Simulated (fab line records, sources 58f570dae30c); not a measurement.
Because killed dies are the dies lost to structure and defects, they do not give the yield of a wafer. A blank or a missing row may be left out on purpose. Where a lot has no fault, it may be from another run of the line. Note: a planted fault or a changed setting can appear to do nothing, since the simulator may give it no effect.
fab line records -- flow berkeleyCmos170
record: lots: 14, wafers: 42, lastDay: 14
route steps=331 shown START@1 SPACER@171 M3@316
lots that met no fault: taken from a fault-free run of the same line
startH: start of the lot's first displayed wafer, in hours after the record's first day -- waitH: hours since the lot's step before -- " identical to the entry in the row above -- L1.1+2: a single row standing in for several wafers -- - value missing, or start not given -- * or withheld: withheld -- < > ~ a bound
route shown NAME@n: names a module that has steps shown in the file, with the first one's number in the route -- usual: mean and standard deviation over wafers with no fault -- same: alike in all rows -- chamber/n: place in a boat -- sites: per-site readings -- _std_site: how widely they spread, as a standard deviation -- _edge_site: the outer-site mean with the inner-site mean subtracted -- radiusMm: how far each site lies from the wafer's centre -- mask NAME#n: copy n -- behind: the last tool/chamber to shape the wafer -- hold: why the lot was held/for how many hours/how that ended -- device: which transistor (n, p or np) failed to switch -- end of line: the route-end tests of the same wafers -- step lacking rows: just its recipe -- killed: at the first sort, the dies lost to defects and structure; wafer yield is something else -- map: a wafer's dies, x killed, . not, _ none there
set.NAME: the run value of the setting; set.NAME@STEP: its run value at that earlier step -- model.NAME: the simulator's own value behind a step, which no gauge read
the route's steps for a sample of lots (tables are steps, rows are wafers)
services: when a tool's chamber went out of use (startH, in hours from the record's first day, below 0 if earlier), for how many hours, and the reason
== steps ==
step: UCB170_START_BOW_MEAS_00
recipe: mode: bow
usual: INCOMING_BOW: 0/6.4
lot.wafer,tool,chamber,startH,waitH,INCOMING_BOW[um]
L534.4,filmMetro-04,-,10.06,-,6
L534.5,filmMetro-04,-,10.06,-,-2
L534.6,filmMetro-04,-,10.06,-,0
L536.2,filmMetro-04,-,20.02,-,1
L536.3,filmMetro-04,-,20.02,-,12
L536.4,filmMetro-04,-,20.02,-,8
L537.2,filmMetro-02,-,25.02,-,-5
L537.4,filmMetro-02,-,25.02,-,4
L537.5,filmMetro-02,-,25.02,-,3
L538.1,filmMetro-04,-,30.00,-,0
L538.4,filmMetro-04,-,30.00,-,6
L538.6,filmMetro-04,-,30.00,-,-9
L539.2,filmMetro-02,-,35.02,-,3
L539.5,filmMetro-02,-,35.02,-,-2
L539.6,filmMetro-02,-,35.02,-,1
L541.1,filmMetro-04,-,45.00,-,-14
L541.2,filmMetro-04,-,45.00,-,-12
L541.4,filmMetro-04,-,45.00,-,6
L542.2,filmMetro-04,-,50.07,-,6
L542.4,filmMetro-04,-,50.07,-,7
L542.5,filmMetro-04,-,50.07,-,-4
L543.1,filmMetro-04,-,55.00,-,3
L543.4,filmMetro-04,-,55.00,-,-5
L543.6,filmMetro-04,-,55.00,-,1
L544.1,filmMetro-04,-,60.00,-,1
L544.4,filmMetro-04,-,60.00,-,-13
L544.6,filmMetro-04,-,60.00,-,-8
L545.2,filmMetro-02,-,65.02,-,4
L545.5,filmMetro-02,-,65.02,-,-7
L545.6,filmMetro-02,-,65.02,-,-6
L546.1,filmMetro-01,-,70.00,-,6
L546.3,filmMetro-01,-,70.00,-,1
L546.6,filmMetro-01,-,70.00,-,-3
L549.2,filmMetro-01,-,85.02,-,5
L549.3,filmMetro-01,-,85.02,-,-1
L549.4,filmMetro-01,-,85.02,-,0
L552.2,filmMetro-01,-,100.02,-,0
L552.3,filmMetro-01,-,100.02,-,4
L552.4,filmMetro-01,-,100.02,-,-6
L556.3,filmMetro-04,-,120.04,-,1
L556.5,filmMetro-04,-,120.04,-,-17
L556.6,filmMetro-04,-,120.04,-,7
step: UCB170_SPACER_CVD_00
recipe: material: SiO2, targetThkNm: 376, tempC: 390, precursor: TEOS/O2, timeS: 47, rfW: 550, pressureMtorr: 9000
usual: heaterPowerW: 279/73, rfFwdPowerW: 544.5/2.4
lot.wafer,tool,chamber,startH,waitH,heaterPowerW,rfFwdPowerW
L534.4,pecvd-04,1,151.67,0.0,145,542.7
L534.5,pecvd-04,2,151.67,0.0,313,540.7
L534.6,pecvd-04,0,151.67,0.0,257,542.9
L536.2,pecvd-01,0,164.33,0.0,218,547.3
L536.3,pecvd-01,1,164.33,0.0,161,545.3
L536.4,pecvd-01,2,164.33,0.0,360,545.7
L538.1,pecvd-01,2,174.69,0.0,344,542.1
L538.4,pecvd-01,1,174.69,0.0,205,544.1
L538.6,pecvd-01,2,174.69,0.0,368,543.8
L537.2,pecvd-04,0,174.93,0.0,276,542.2
L537.4,pecvd-04,2,174.93,0.0,322,543.0
L537.5,pecvd-04,0,174.93,0.0,279,541.7
L541.1,pecvd-03,1,191.06,0.0,332,544.3
L541.2,pecvd-03,2,191.06,0.0,372,544.3
L541.4,pecvd-03,0,191.06,0.0,400,544.5
L539.2,pecvd-04,0,191.26,0.0,268,540.9
L539.5,pecvd-04,2,191.26,0.0,273,540.9
L539.6,pecvd-04,1,191.26,0.0,182,543.9
L542.2,pecvd-01,1,191.45,0.0,205,545.6
L542.4,pecvd-01,0,191.45,0.0,237,544.7
L542.5,pecvd-01,2,191.45,0.0,329,543.6
L543.1,pecvd-03,0,210.70,0.0,325,548.1
L543.4,pecvd-03,0,210.70,0.0,343,547.4
L543.6,pecvd-03,2,210.70,0.0,364,545.7
L544.1,pecvd-01,2,210.92,0.0,337,547.4
L544.4,pecvd-01,0,210.92,0.0,259,545.9
L544.6,pecvd-01,2,210.92,0.0,357,544.9
L546.1,pecvd-01,1,230.12,0.0,155,544.8
L546.3,pecvd-01,0,230.12,0.0,246,546.9
L546.6,pecvd-01,1,230.12,0.0,165,546.7
L545.2,pecvd-03,1,230.36,0.0,313,543.2
L545.5,pecvd-03,2,230.36,0.0,341,542.1
L545.6,pecvd-03,0,230.36,0.0,425,547.6
L552.2,pecvd-03,2,258.84,0.0,332,546.5
L552.3,pecvd-03,0,258.84,0.0,407,546.0
L552.4,pecvd-03,1,258.84,0.0,330,547.5
L549.2,pecvd-03,1,260.02,0.0,334,544.0
L549.3,pecvd-03,2,260.02,0.0,357,549.0
L549.4,pecvd-03,0,260.02,0.0,322,546.9
L556.3,pecvd-01,1,300.31,0.0,171,545.0
L556.5,pecvd-01,0,300.31,0.0,228,548.1
L556.6,pecvd-01,2,300.31,0.0,354,543.9
step: UCB170_SPACER_THK_MEAS_01
recipe: reads: SiO2_of_SPACER_CVD_00
usual: SPACER_TEOS_THK: 375/5.1
lot.wafer,tool,chamber,startH,waitH,SPACER_TEOS_THK[nm]
L534.4,filmMetro-03,-,151.72,0.0,372
L534.5,filmMetro-03,-,151.72,0.0,377
L534.6,filmMetro-03,-,151.72,0.0,375
L536.2,filmMetro-02,-,164.38,0.0,378
L536.3,filmMetro-02,-,164.38,0.0,377
L536.4,filmMetro-02,-,164.38,0.0,386
L538.1,filmMetro-04,-,174.74,0.0,378
L538.4,filmMetro-04,-,174.74,0.0,383
L538.6,filmMetro-04,-,174.74,0.0,383
L537.2,filmMetro-03,-,174.98,0.0,368
L537.4,filmMetro-03,-,174.98,0.0,374
L537.5,filmMetro-03,-,174.98,0.0,374
L541.1,filmMetro-03,-,191.10,0.0,376
L541.2,filmMetro-03,-,191.10,0.0,377
L541.4,filmMetro-03,-,191.10,0.0,380
L539.2,filmMetro-02,-,191.31,0.0,369
L539.5,filmMetro-02,-,191.31,0.0,372
L539.6,filmMetro-02,-,191.31,0.0,372
L542.2,filmMetro-03,-,191.50,0.0,370
L542.4,filmMetro-03,-,191.50,0.0,381
L542.5,filmMetro-03,-,191.50,0.0,372
L543.1,filmMetro-03,-,210.74,0.0,371
L543.4,filmMetro-03,-,210.74,0.0,380
L543.6,filmMetro-03,-,210.74,0.0,379
L544.1,filmMetro-04,-,210.96,0.0,370
L544.4,filmMetro-04,-,210.96,0.0,376
L544.6,filmMetro-04,-,210.96,0.0,376
L546.1,filmMetro-02,-,230.17,0.0,375
L546.3,filmMetro-02,-,230.17,0.0,370
L546.6,filmMetro-02,-,230.17,0.0,381
L545.2,filmMetro-04,-,230.42,0.0,379
L545.5,filmMetro-04,-,230.42,0.0,381
L545.6,filmMetro-04,-,230.42,0.0,384
L552.2,filmMetro-03,-,258.89,0.0,250
L552.3,filmMetro-03,-,258.89,0.0,372
L552.4,filmMetro-03,-,258.89,0.0,378
L549.2,filmMetro-03,-,260.07,0.0,381
L549.3,filmMetro-03,-,260.07,0.0,256
L549.4,filmMetro-03,-,260.07,0.0,383
L556.3,filmMetro-02,-,300.37,0.0,381
L556.5,filmMetro-02,-,300.37,0.0,377
L556.6,filmMetro-02,-,300.37,0.0,384
step: UCB170_SPACER_ETCHBACK_03
recipe: stopOn: Si, target: SiO2, chemistry: CHF3/CF4/Ar, CHF3_flow_sccm: 50, cf4FlowSccm: 10, Ar_flow_sccm: 120, pressureMtorr: 200, rfW: 500, targetDepthA: 3760, timeS: 100
usual: drypumpMotorCurrentA: 5.72/0.3, oesProductAu: 0.899/0.014, rfFwdPowerW: 497.5/1.5, throttleValvePct: 6.49/0.1
lot.wafer,tool,chamber,startH,waitH,drypumpMotorCurrentA,oesProductAu,rfFwdPowerW,rfHoursCounterH,throttleValvePct
L534.4,rieDiel-01,0,158.58,0.0,5.62,0.883,499.4,1,6.59
L534.5,rieDiel-01,3,158.58,0.0,5.75,0.902,496.9,-,6.39
L534.6,rieDiel-01,0,158.58,0.0,5.64,0.889,497.6,-,6.58
L536.2,rieDiel-01,3,171.55,0.0,5.74,0.905,497.4,150,6.40
L536.3,rieDiel-01,2,171.55,0.0,5.37,0.894,494.5,5,6.47
L536.4,rieDiel-01,1,171.55,0.0,6.04,0.911,497.4,4,6.53
L537.2,rieDiel-02,3,184.47,0.0,5.72,0.879,496.9,15,6.39
L537.4,rieDiel-02,2,184.47,0.0,5.98,0.894,497.4,4,6.56
L537.5,rieDiel-02,2,184.47,0.0,6.01,0.905,495.2,-,6.55
L538.1,rieDiel-03,2,184.47,0.0,5.61,0.917,499.7,61,6.36
L538.4,rieDiel-03,1,184.47,0.0,6.09,0.917,494.8,21,6.62
L538.6,rieDiel-03,1,184.47,0.0,6.07,0.915,494.9,-,6.62
L539.2,rieDiel-02,0,199.99,0.0,5.49,0.875,494.1,83,6.46
L539.5,rieDiel-02,1,199.99,0.0,6.34,0.885,500.3,-,6.46
L539.6,rieDiel-02,0,199.99,0.0,5.52,0.883,497.3,-,6.45
L541.1,rieDiel-03,3,199.99,0.0,5.29,0.902,498.1,116,6.65
L541.2,rieDiel-03,2,199.99,0.0,5.61,0.912,498.2,62,6.35
L541.4,rieDiel-03,0,199.99,0.0,5.58,0.928,497.4,34,6.39
L542.2,rieDiel-03,2,200.06,0.1,5.59,0.900,500.1,62,6.36
L542.4,rieDiel-03,1,200.06,0.1,6.08,0.910,496.1,22,6.61
L542.5,rieDiel-03,1,200.06,0.1,6.05,0.892,495.2,-,6.62
L543.1,rieDiel-03,3,221.45,0.0,5.27,0.891,500.3,117,6.64
L543.4,rieDiel-03,1,221.45,0.0,6.07,0.908,495.8,22,6.62
L543.6,rieDiel-03,2,221.45,0.0,5.59,0.922,499.1,-,6.36
L544.1,rieDiel-02,1,221.45,0.0,6.39,0.871,496.2,86,6.48
L544.4,rieDiel-02,2,221.45,0.0,5.97,0.904,496.2,5,6.56
L544.6,rieDiel-02,2,221.45,0.0,5.98,0.903,497.7,-,6.57
L545.2,rieDiel-03,0,238.76,0.0,5.57,0.923,497.3,36,6.39
L545.5,rieDiel-03,0,238.76,0.0,5.57,0.934,499.0,-,6.38
L545.6,rieDiel-03,3,238.76,0.0,5.26,0.918,496.6,-,6.68
L546.1,rieDiel-01,2,238.76,0.0,5.37,0.894,496.9,8,6.45
L546.3,rieDiel-01,3,238.76,0.0,5.76,0.886,496.1,1,6.38
L546.6,rieDiel-01,1,238.76,0.0,6.03,0.897,499.1,-,6.52
L552.2,rieDiel-01,2,264.02,0.0,5.35,0.669,495.3,10,6.44
L552.3,rieDiel-01,0,264.02,0.0,5.62,0.890,498.2,5,6.59
L552.4,rieDiel-01,1,264.02,0.0,6.05,0.887,497.3,9,6.53
L549.2,rieDiel-01,3,264.09,0.1,5.78,0.910,496.2,2,6.37
L549.3,rieDiel-01,2,264.09,0.1,5.36,0.687,496.9,10,6.45
L549.4,rieDiel-01,1,264.09,0.1,6.05,0.912,497.3,9,6.53
L556.3,rieDiel-01,3,304.27,0.0,5.77,0.908,497.4,4,6.38
L556.5,rieDiel-01,0,304.27,0.0,5.62,0.890,496.0,-,6.60
L556.6,rieDiel-01,1,304.27,0.0,6.04,0.904,496.9,-,6.53
step: UCB170_M3_STRIP_07
recipe: chemistry: O2, powerW: 400, pressureMtorr: 3500, platenTempC: withheld, o2FlowSccm: 400, overashFraction: 0.5
usual: drypumpMotorCurrentA: 5.7/0.46, oesProductAu: 0.734/0.0048, stripTimeToEndpointS: 21.93/0.056
lot.wafer,tool,chamber,startH,waitH,drypumpMotorCurrentA,oesProductAu,rfHoursCounterH,stripTimeToEndpointS
L534.4,plasmaAsher-04,0,187.50,0.1,6.0,0.729,-,21.95
L534.5,plasmaAsher-04,0,187.50,0.1,6.1,0.735,-,21.96
L534.6,plasmaAsher-04,1,187.50,0.1,5.0,0.730,-,21.99
L536.2,plasmaAsher-04,1,193.69,0.1,5.0,0.725,45,21.92
L536.3,plasmaAsher-04,1,193.69,0.1,5.0,0.735,-,21.88
L536.4,plasmaAsher-04,0,193.69,0.1,6.0,0.732,-,21.93
L537.2,plasmaAsher-01,1,209.24,0.1,5.5,0.732,44,22.01
L537.4,plasmaAsher-01,0,209.24,0.1,6.3,0.733,-,21.95
L537.5,plasmaAsher-01,1,209.24,0.1,5.5,0.728,-,21.96
L538.1,plasmaAsher-02,1,212.08,0.1,6.1,0.740,49,21.89
L538.4,plasmaAsher-02,1,212.08,0.1,6.1,0.736,-,21.89
L538.6,plasmaAsher-02,0,212.08,0.1,5.2,0.738,-,21.94
L542.2,plasmaAsher-02,0,224.14,0.1,5.2,0.735,50,21.95
L542.4,plasmaAsher-02,1,224.14,0.1,6.1,0.738,-,21.96
L542.5,plasmaAsher-02,0,224.14,0.1,5.2,0.737,-,21.90
L539.2,plasmaAsher-01,0,225.91,0.1,6.2,0.726,46,21.99
L539.5,plasmaAsher-01,0,225.91,0.1,6.2,0.739,-,21.92
L539.6,plasmaAsher-01,1,225.91,0.1,5.5,0.730,-,21.96
L541.1,plasmaAsher-02,0,225.97,0.1,5.2,0.735,50,21.84
L541.2,plasmaAsher-02,1,225.97,0.1,6.1,0.737,50,21.83
L541.4,plasmaAsher-02,0,225.97,0.1,5.2,0.740,-,21.89
L543.1,plasmaAsher-01,0,243.42,0.1,6.3,0.730,46,21.92
L543.4,plasmaAsher-01,0,243.42,0.1,6.3,0.728,-,21.87
L543.6,plasmaAsher-01,0,243.42,0.1,6.3,0.734,-,21.95
L544.1,plasmaAsher-02,0,244.81,0.1,5.2,0.733,52,21.87
L544.4,plasmaAsher-02,1,244.81,0.1,6.1,0.731,-,21.97
L544.6,plasmaAsher-02,1,244.81,0.1,6.1,0.728,-,21.89
L546.1,plasmaAsher-04,0,263.06,0.1,6.0,0.730,52,21.88
L546.3,plasmaAsher-04,0,263.06,0.1,6.1,0.741,-,21.94
L546.6,plasmaAsher-04,0,263.06,0.1,6.1,0.735,-,21.89
L545.2,plasmaAsher-02,0,263.85,0.1,5.2,0.734,54,21.89
L545.5,plasmaAsher-02,1,263.85,0.1,6.1,0.731,-,21.98
L545.6,plasmaAsher-02,0,263.85,0.1,5.2,0.738,-,21.88
L552.2,plasmaAsher-04,0,310.80,0.1,6.1,0.737,57,21.91
L552.3,plasmaAsher-04,1,310.80,0.1,5.0,0.724,-,21.87
L552.4,plasmaAsher-04,0,310.80,0.1,6.0,0.730,-,21.88
L549.2,plasmaAsher-02,1,311.55,0.1,6.0,0.736,58,21.85
L549.3,plasmaAsher-02,0,311.55,0.1,5.2,0.737,-,21.90
L549.4,plasmaAsher-02,1,311.55,0.1,6.1,0.727,-,21.88
L556.3,plasmaAsher-02,1,335.67,0.1,6.1,0.734,-,21.92
L556.5,plasmaAsher-02,1,335.67,0.1,6.1,0.733,-,21.94
L556.6,plasmaAsher-02,0,335.67,0.1,5.2,0.733,-,22.01
step: UCB170_M3_CD_MEAS_15
recipe: targetCdNm: 700
usual: cdNm: 700.5/1.6
lot.wafer,tool,chamber,startH,waitH,cdNm
L534.4,cdSem-02,-,188.80,-,701.3
L534.5,cdSem-02,-,188.80,-,700.5
L534.6,cdSem-02,-,188.80,-,700.4
L536.2,cdSem-02,-,194.98,-,701.3
L536.3,cdSem-02,-,194.98,-,701.5
L536.4,cdSem-02,-,194.98,-,701.1
L537.2,cdSem-01,-,210.38,-,701.2
L537.4,cdSem-01,-,210.38,-,700.4
L537.5,cdSem-01,-,210.38,-,701.3
L538.1,cdSem-01,-,213.32,-,698.8
L538.4,cdSem-01,-,213.32,-,698.6
L538.6,cdSem-01,-,213.32,-,699.4
L542.2,cdSem-01,-,225.48,-,701.6
L542.4,cdSem-01,-,225.48,-,701.1
L542.5,cdSem-01,-,225.48,-,700.6
L539.2,cdSem-01,-,227.44,-,699.8
L539.5,cdSem-01,-,227.44,-,700.8
L539.6,cdSem-01,-,227.44,-,701.7
L541.1,cdSem-02,-,227.63,-,702.3
L541.2,cdSem-02,-,227.63,-,702.5
L541.4,cdSem-02,-,227.63,-,705.1
L543.1,cdSem-02,-,244.66,-,699.5
L543.4,cdSem-02,-,244.66,-,699.8
L543.6,cdSem-02,-,244.66,-,701.0
L544.1,cdSem-01,-,246.07,-,697.6
L544.4,cdSem-01,-,246.07,-,698.9
L544.6,cdSem-01,-,246.07,-,696.4
L546.1,cdSem-02,-,266.23,-,699.7
L546.3,cdSem-02,-,266.23,-,699.3
L546.6,cdSem-02,-,266.23,-,700.8
L545.2,cdSem-02,-,267.25,-,698.7
L545.5,cdSem-02,-,267.25,-,698.4
L545.6,cdSem-02,-,267.25,-,699.5
L552.2,cdSem-02,-,312.29,-,700.2
L552.3,cdSem-02,-,312.29,-,700.3
L552.4,cdSem-02,-,312.29,-,699.3
L549.2,cdSem-02,-,313.44,-,703.6
L549.3,cdSem-02,-,313.44,-,702.2
L549.4,cdSem-02,-,313.44,-,704.4
L556.3,cdSem-02,-,338.77,-,701.7
L556.5,cdSem-02,-,338.77,-,702.6
L556.6,cdSem-02,-,338.77,-,702.1
== services ==
tool,chamber,startH,hours,kind
rieDiel-03,2,129.35,3.7,repair
pecvd-04,-,135.50,14.0,pm
rieDiel-01,3,137.03,3.2,repair
rieDiel-03,3,151.50,6.1,repair
rieDiel-03,0,166.88,1.8,repair
pecvd-01,-,168.57,5.7,repair
rieDiel-01,3,184.13,-,clean
rieDiel-01,3,184.13,20.1,scheduledDown
rieDiel-01,3,184.13,20.1,ventCycle
rieDiel-01,0,217.39,13.7,repair
plasmaAsher-01,-,227.22,11.5,repair
rieDiel-03,-,229.82,0.4,repair
rieDiel-02,0,237.11,4.2,repair
rieDiel-02,1,237.38,7.9,repair
pecvd-03,-,242.50,14.0,pm
rieDiel-03,-,245.19,0.4,repair
pecvd-01,1,250.57,4.4,repair
pecvd-03,0,265.55,2.0,repair
rieDiel-02,1,285.86,8.1,repair
pecvd-03,-,300.02,0.8,pm
rieDiel-03,-,300.44,0.7,repair
rieDiel-02,3,304.69,6.7,repair
rieDiel-02,2,308.51,3.0,repair
rieDiel-02,-,311.70,1.1,repair
== key ==
firstSign: step: UCB170_SPACER_THK_MEAS_01, reading: SPACER_TEOS_THK, direction: down, sigmas: 24, usual: 375, struck: 253
effect: step: UCB170_SPACER_ETCHBACK_03, reading: oesProductAu, direction: down, sigmas: 16, usual: 0.899, struck: 0.678
metAt UCB170_SPACER_CVD_00
struckLots L549,L552
struckWafers L549.3,L552.2
testerLeftOut L549,L552
notActingAt UCB170_START_BOW_MEAS_00,UCB170_M3_STRIP_07,UCB170_M3_CD_MEAS_15
onsetBetween 230.36 258.84
fault: kind: processParameterDrift, tool: pecvd-03, chamber: 2, onsetH: 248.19, steps: UCB170_SPACER_CVD_00, channel: targetThkNm, offset: -119.39, shape: step, endH: 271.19, actsIn: theseRecipesOnly, stated: 376
testerLeftOut: of these lots the tester's yield and bins aren't shown, on N5 and GAA mostly nor the transistor test; their killed dies are dies lost to structure and defects alone, not to doping, threshold or leakage, so they don't give the yield
